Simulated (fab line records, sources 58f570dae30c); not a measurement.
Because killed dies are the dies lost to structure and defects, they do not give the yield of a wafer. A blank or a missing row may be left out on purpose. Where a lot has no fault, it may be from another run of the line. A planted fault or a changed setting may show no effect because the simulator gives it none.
Which of the tools did it? :: flow berkeley cmos170 :: 15 lots with 45 wafers sampled at 5 steps, on a route of 331 steps

WHAT THE GAUGES SHOWED, per wafer
UCB170_ACTIVE_OVL_MEAS_14.
lot: L269
measured: day 6 15:05
on: overlay-01
ACTIVE_OVL (nm): 1 -1 0

lot: L271
measured: day 6 23:22
on: overlay-02
ACTIVE_OVL (nm): -5 3 -3

lot: L272
measured: day 7 00:02
on: overlay-02
ACTIVE_OVL (nm): 0 0 -9

lot: L273
measured: day 8 00:32
on: overlay-02
ACTIVE_OVL (nm): 6 5 3

lot: L274
measured: day 8 08:46
on: overlay-02
ACTIVE_OVL (nm): 4 7 -3

lot: L277
measured: day 8 08:19
on: overlay-02
ACTIVE_OVL (nm): 0 4 8

lot: L276
measured: day 8 08:08
on: overlay-01
ACTIVE_OVL (nm): 3 0 3

lot: L278
measured: day 8 12:23
on: overlay-02
ACTIVE_OVL (nm): 0 3 0

lot: L279
measured: day 8 12:24
on: overlay-01
ACTIVE_OVL (nm): 3 4 5

lot: L280
measured: day 9 06:31
on: overlay-01
ACTIVE_OVL (nm): 8 11 12

lot: L281
measured: day 9 06:17
on: overlay-01
ACTIVE_OVL (nm): 5 9 3

lot: L282
measured: day 9 06:04
on: overlay-02
ACTIVE_OVL (nm): -1 7 8

UCB170_V1_BOW_MEAS_03.
lot: L269
measured: day 10 04:01
on: film metro-02
V1_BOW (um): 19 30 8

lot: L271
measured: day 10 16:37
on: film metro-04
V1_BOW (um): 9 29 14

lot: L272
measured: day 10 18:12
on: film metro-01
V1_BOW (um): 21 11 18

lot: L273
measured: day 11 12:23
on: film metro-02
V1_BOW (um): 12 24 13

lot: L274
measured: day 11 23:23
on: film metro-04
V1_BOW (um): 21 28 16

lot: L277
measured: day 12 02:20
on: film metro-02
V1_BOW (um): 21 23 16

lot: L276
measured: day 12 00:41
on: film metro-01
V1_BOW (um): 20 26 16

lot: L278
measured: day 12 02:06
on: film metro-04
V1_BOW (um): 37 10 13

lot: L279
measured: day 12 01:02
on: film metro-02
V1_BOW (um): 24 27 20

lot: L280
measured: day 13 03:29
on: film metro-04
V1_BOW (um): 24 24 14

lot: L281
measured: day 13 01:54
on: film metro-04
V1_BOW (um): 15 15 33

lot: L282
measured: day 13 03:13
on: film metro-04
V1_BOW (um): 22 23 25

EACH LOT AND THE TOOL THAT RAN IT (in order: tool; ch and the chambers of the sampled wafers; start)
lot: L265
UCB170_NWELL_ETCH_13: rie diel-02 ch 1,2,3, day 3 13:02
UCB170_NWELL_STRIP_15: plasma asher-04 ch 0,1, day 3 13:18
UCB170_V1_CVD_00: -

lot: L266
UCB170_NWELL_ETCH_13: rie diel-04 ch 2,3, day 4 00:49
UCB170_NWELL_STRIP_15: plasma asher-02 ch 0,1, day 4 01:04
UCB170_V1_CVD_00: -

lot: L267
UCB170_NWELL_ETCH_13: rie diel-02 ch 0,1,2, day 4 09:16
UCB170_NWELL_STRIP_15: plasma asher-03 ch 0,1, day 4 09:31
UCB170_V1_CVD_00: -

lot: L269
UCB170_NWELL_ETCH_13: rie diel-01 ch 0,1,2, day 4 14:23
UCB170_NWELL_STRIP_15: plasma asher-04 ch 0,1, day 4 14:38
UCB170_V1_CVD_00: pecvd-04 ch 0,1,2, day 10 03:31

lot: L271
UCB170_NWELL_ETCH_13: rie diel-02 ch 0,3, day 4 17:16
UCB170_NWELL_STRIP_15: plasma asher-04 ch 0,1, day 4 17:33
UCB170_V1_CVD_00: pecvd-01 ch 0,1, day 10 16:03

lot: L272
UCB170_NWELL_ETCH_13: rie diel-04 ch 0,3, day 4 22:31
UCB170_NWELL_STRIP_15: plasma asher-02 ch 0,1, day 4 22:46
UCB170_V1_CVD_00: pecvd-04 ch 0,1, day 10 17:23

lot: L273
UCB170_NWELL_ETCH_13: rie diel-01 ch 0,1,2, day 5 16:25
UCB170_NWELL_STRIP_15: plasma asher-02 ch 1, day 5 16:40
UCB170_V1_CVD_00: pecvd-03 ch 1,2, day 11 11:52

lot: L274
UCB170_NWELL_ETCH_13: rie diel-04 ch 2,3, day 5 22:44
UCB170_NWELL_STRIP_15: plasma asher-04 ch 0,1, day 5 22:59
UCB170_V1_CVD_00: pecvd-01 ch 0,1,2, day 11 22:50

lot: L277
UCB170_NWELL_ETCH_13: rie diel-04 ch 0,2, day 6 04:23
UCB170_NWELL_STRIP_15: plasma asher-04 ch 0,1, day 6 04:38
UCB170_V1_CVD_00: pecvd-03 ch 0,1, day 12 01:31

lot: L276
UCB170_NWELL_ETCH_13: rie diel-01 ch 0,2, day 6 04:39
UCB170_NWELL_STRIP_15: plasma asher-02 ch 0,1, day 6 04:55
UCB170_V1_CVD_00: pecvd-04 ch 0,1,2, day 12 00:11

lot: L278
UCB170_NWELL_ETCH_13: rie diel-02 ch 1,3, day 6 11:56
UCB170_NWELL_STRIP_15: plasma asher-04 ch 1, day 6 12:11
UCB170_V1_CVD_00: pecvd-01 ch 0,2, day 12 01:31

lot: L279
UCB170_NWELL_ETCH_13: rie diel-04 ch 0,2,3, day 6 12:10
UCB170_NWELL_STRIP_15: plasma asher-03 ch 0,1, day 6 12:26
UCB170_V1_CVD_00: pecvd-03 ch 0,1, day 12 00:11

lot: L280
UCB170_NWELL_ETCH_13: rie diel-02 ch 0,1,2, day 6 22:08
UCB170_NWELL_STRIP_15: plasma asher-04 ch 1, day 6 22:23
UCB170_V1_CVD_00: pecvd-04 ch 1,2, day 13 02:41

lot: L281
UCB170_NWELL_ETCH_13: rie diel-02 ch 0,1,3, day 7 00:51
UCB170_NWELL_STRIP_15: plasma asher-02 ch 0,1, day 7 01:08
UCB170_V1_CVD_00: pecvd-03 ch 0,2, day 13 01:20

lot: L282
UCB170_NWELL_ETCH_13: rie diel-02 ch 0,2,3, day 7 06:05
UCB170_NWELL_STRIP_15: plasma asher-03 ch 0,1, day 7 06:20
UCB170_V1_CVD_00: pecvd-01 ch 0,2, day 13 02:41
- UCB170_NWELL_ETCH_13: etches Si3N4 in CH3F/Ar/O2, stops on SiO2, target depth 246.4 nm, time 154 s.
- UCB170_NWELL_STRIP_15: strips in O2.
- UCB170_V1_CVD_00: deposits SiO2 from TEOS/O2, target thk 2000 nm, time 250 s.

AS READ BY THE TOOLS THEMSELVES (means over the sampled wafers that have a number; for cases with no such wafer, the mark the record gives instead)
UCB170_NWELL_ETCH_13.
lot: L265
tool: rie diel-02
CH3F_flow_sccm (sccm): -
O2_flow_sccm (sccm): -
chamber pressure mTorr (mTorr): -
drypump motor current A (A): -
mfc ar sccm (sccm): -
oes product au (a.u.): -
throttle valve pct (%): -

lot: L266
tool: rie diel-04
CH3F_flow_sccm (sccm): -
O2_flow_sccm (sccm): -
chamber pressure mTorr (mTorr): -
drypump motor current A (A): -
mfc ar sccm (sccm): -
oes product au (a.u.): -
throttle valve pct (%): -

lot: L267
tool: rie diel-02
CH3F_flow_sccm (sccm): -
O2_flow_sccm (sccm): -
chamber pressure mTorr (mTorr): -
drypump motor current A (A): -
mfc ar sccm (sccm): -
oes product au (a.u.): -
throttle valve pct (%): -

lot: L269
tool: rie diel-01
CH3F_flow_sccm (sccm): 20.03
O2_flow_sccm (sccm): 6.991
chamber pressure mTorr (mTorr): 50.04
drypump motor current A (A): 5.6
mfc ar sccm (sccm): 49.97
oes product au (a.u.): 0.934
throttle valve pct (%): 8.06

lot: L271
tool: rie diel-02
CH3F_flow_sccm (sccm): 19.99
O2_flow_sccm (sccm): 6.994
chamber pressure mTorr (mTorr): 49.97
drypump motor current A (A): 5.8
mfc ar sccm (sccm): 49.97
oes product au (a.u.): 0.941
throttle valve pct (%): 8.07

lot: L272
tool: rie diel-04
CH3F_flow_sccm (sccm): 20.00
O2_flow_sccm (sccm): 7.013
chamber pressure mTorr (mTorr): 50.02
drypump motor current A (A): 5.6
mfc ar sccm (sccm): 49.86
oes product au (a.u.): 0.939
throttle valve pct (%): 7.95

lot: L273
tool: rie diel-01
CH3F_flow_sccm (sccm): 20.04
O2_flow_sccm (sccm): 6.974
chamber pressure mTorr (mTorr): 50.01
drypump motor current A (A): 5.6
mfc ar sccm (sccm): 49.94
oes product au (a.u.): 0.947
throttle valve pct (%): 8.05

lot: L274
tool: rie diel-04
CH3F_flow_sccm (sccm): 19.94
O2_flow_sccm (sccm): 7.019
chamber pressure mTorr (mTorr): 49.99
drypump motor current A (A): 5.6
mfc ar sccm (sccm): 50.08
oes product au (a.u.): 0.925
throttle valve pct (%): 8.19

lot: L277
tool: rie diel-04
CH3F_flow_sccm (sccm): 19.95
O2_flow_sccm (sccm): 6.979
chamber pressure mTorr (mTorr): 50.04
drypump motor current A (A): 6.0
mfc ar sccm (sccm): 49.89
oes product au (a.u.): 0.915
throttle valve pct (%): 8.13

lot: L276
tool: rie diel-01
CH3F_flow_sccm (sccm): 19.94
O2_flow_sccm (sccm): 7.015
chamber pressure mTorr (mTorr): 49.98
drypump motor current A (A): 5.5
mfc ar sccm (sccm): 50.14
oes product au (a.u.): 0.943
throttle valve pct (%): 8.01

lot: L278
tool: rie diel-02
CH3F_flow_sccm (sccm): 20.00
O2_flow_sccm (sccm): 7.004
chamber pressure mTorr (mTorr): 49.98
drypump motor current A (A): 6.0
mfc ar sccm (sccm): 50.06
oes product au (a.u.): 0.954
throttle valve pct (%): 8.07

lot: L279
tool: rie diel-04
CH3F_flow_sccm (sccm): 19.98
O2_flow_sccm (sccm): 6.988
chamber pressure mTorr (mTorr): 49.97
drypump motor current A (A): 5.6
mfc ar sccm (sccm): 49.91
oes product au (a.u.): 0.929
throttle valve pct (%): 8.07

lot: L280
tool: rie diel-02
CH3F_flow_sccm (sccm): 19.99
O2_flow_sccm (sccm): 6.998
chamber pressure mTorr (mTorr): 49.99
drypump motor current A (A): 5.9
mfc ar sccm (sccm): 50.03
oes product au (a.u.): 0.938
throttle valve pct (%): 7.98

lot: L281
tool: rie diel-02
CH3F_flow_sccm (sccm): 19.99
O2_flow_sccm (sccm): 7.009
chamber pressure mTorr (mTorr): 50.00
drypump motor current A (A): 6.0
mfc ar sccm (sccm): 49.94
oes product au (a.u.): 0.967
throttle valve pct (%): 8.06

lot: L282
tool: rie diel-02
CH3F_flow_sccm (sccm): 19.99
O2_flow_sccm (sccm): 7.006
chamber pressure mTorr (mTorr): 49.99
drypump motor current A (A): 5.6
mfc ar sccm (sccm): 49.95
oes product au (a.u.): 0.962
throttle valve pct (%): 8.03

UCB170_NWELL_STRIP_15.
lot: L265
tool: plasma asher-04
chamber pressure mTorr (mTorr): 3502
drypump motor current A (A): 6.1
oes product au (a.u.): 0.736
strip time to endpoint s (s): 21.61

lot: L266
tool: plasma asher-02
chamber pressure mTorr (mTorr): 3503
drypump motor current A (A): 5.3
oes product au (a.u.): 0.732
strip time to endpoint s (s): 21.63

lot: L267
tool: plasma asher-03
chamber pressure mTorr (mTorr): 3500
drypump motor current A (A): 6.2
oes product au (a.u.): 0.736
strip time to endpoint s (s): 21.75

lot: L269
tool: plasma asher-04
chamber pressure mTorr (mTorr): 3498
drypump motor current A (A): 6.2
oes product au (a.u.): 0.725
strip time to endpoint s (s): 18.06

lot: L271
tool: plasma asher-04
chamber pressure mTorr (mTorr): 3502
drypump motor current A (A): 6.0
oes product au (a.u.): 0.719
strip time to endpoint s (s): 18.18

lot: L272
tool: plasma asher-02
chamber pressure mTorr (mTorr): 3500
drypump motor current A (A): 5.3
oes product au (a.u.): 0.722
strip time to endpoint s (s): 18.01

lot: L273
tool: plasma asher-02
chamber pressure mTorr (mTorr): 3498
drypump motor current A (A): 5.2
oes product au (a.u.): 0.723
strip time to endpoint s (s): 18.03

lot: L274
tool: plasma asher-04
chamber pressure mTorr (mTorr): 3499
drypump motor current A (A): 6.2
oes product au (a.u.): 0.722
strip time to endpoint s (s): 18.00

lot: L277
tool: plasma asher-04
chamber pressure mTorr (mTorr): 3499
drypump motor current A (A): 6.2
oes product au (a.u.): 0.724
strip time to endpoint s (s): 18.04

lot: L276
tool: plasma asher-02
chamber pressure mTorr (mTorr): 3499
drypump motor current A (A): 5.3
oes product au (a.u.): 0.723
strip time to endpoint s (s): 18.08

lot: L278
tool: plasma asher-04
chamber pressure mTorr (mTorr): 3498
drypump motor current A (A): 6.3
oes product au (a.u.): 0.722
strip time to endpoint s (s): 18.00

lot: L279
tool: plasma asher-03
chamber pressure mTorr (mTorr): 3500
drypump motor current A (A): 6.0
oes product au (a.u.): 0.720
strip time to endpoint s (s): 17.93

lot: L280
tool: plasma asher-04
chamber pressure mTorr (mTorr): 3500
drypump motor current A (A): 6.3
oes product au (a.u.): 0.723
strip time to endpoint s (s): 17.97

lot: L281
tool: plasma asher-02
chamber pressure mTorr (mTorr): 3498
drypump motor current A (A): 5.4
oes product au (a.u.): 0.720
strip time to endpoint s (s): 18.03

lot: L282
tool: plasma asher-03
chamber pressure mTorr (mTorr): 3499
drypump motor current A (A): 6.1
oes product au (a.u.): 0.723
strip time to endpoint s (s): 18.08

UCB170_V1_CVD_00.
lot: L269
tool: pecvd-04
heater power w (W): 218

lot: L271
tool: pecvd-01
heater power w (W): 278

lot: L272
tool: pecvd-04
heater power w (W): 211

lot: L273
tool: pecvd-03
heater power w (W): 250

lot: L274
tool: pecvd-01
heater power w (W): 269

lot: L277
tool: pecvd-03
heater power w (W): 231

lot: L276
tool: pecvd-04
heater power w (W): 214

lot: L278
tool: pecvd-01
heater power w (W): 274

lot: L279
tool: pecvd-03
heater power w (W): 216

lot: L280
tool: pecvd-04
heater power w (W): 206

lot: L281
tool: pecvd-03
heater power w (W): 262

lot: L282
tool: pecvd-01
heater power w (W): 262

THE ANSWER, worked out from the rows above alone
Rule: the lots themselves supply what counts as usual. The widest of any qualifying gaps counts: lots, ordered by their means at a reading, are off when they make up no more than a third of the lots, leave a main group of 4 or more, and stand apart from it by 3 or more times the standard deviation of that group's means. Not used: any main group whose means are identical at the precision the tables above print for the reading. Also off: a lot with no number at a reading for which 4 or more lots have one. Where the step has rows for the other lots, those lots are counted as sound. Order of review: gauges by route order, followed by the tools' own readings, for which a lot's mean as printed above is used. The first step at which some lot is off is used, and at that step the reading that is off furthest; a lot without a number counts as furthest.
Off: L265, L266, L267, at UCB170_NWELL_ETCH_13 (CH3F_flow_sccm). Without a number there: L265, L266, L267. Main group: mean 19.99 sccm, sd 0.03.
If a tool, at that step or one of the process steps before it, ran each lot that is off and ran no sound lot following the first of them, it fits. Not one of the candidates tried fits.

WHAT HAD BEEN PUT IN BY THE SIMULATOR
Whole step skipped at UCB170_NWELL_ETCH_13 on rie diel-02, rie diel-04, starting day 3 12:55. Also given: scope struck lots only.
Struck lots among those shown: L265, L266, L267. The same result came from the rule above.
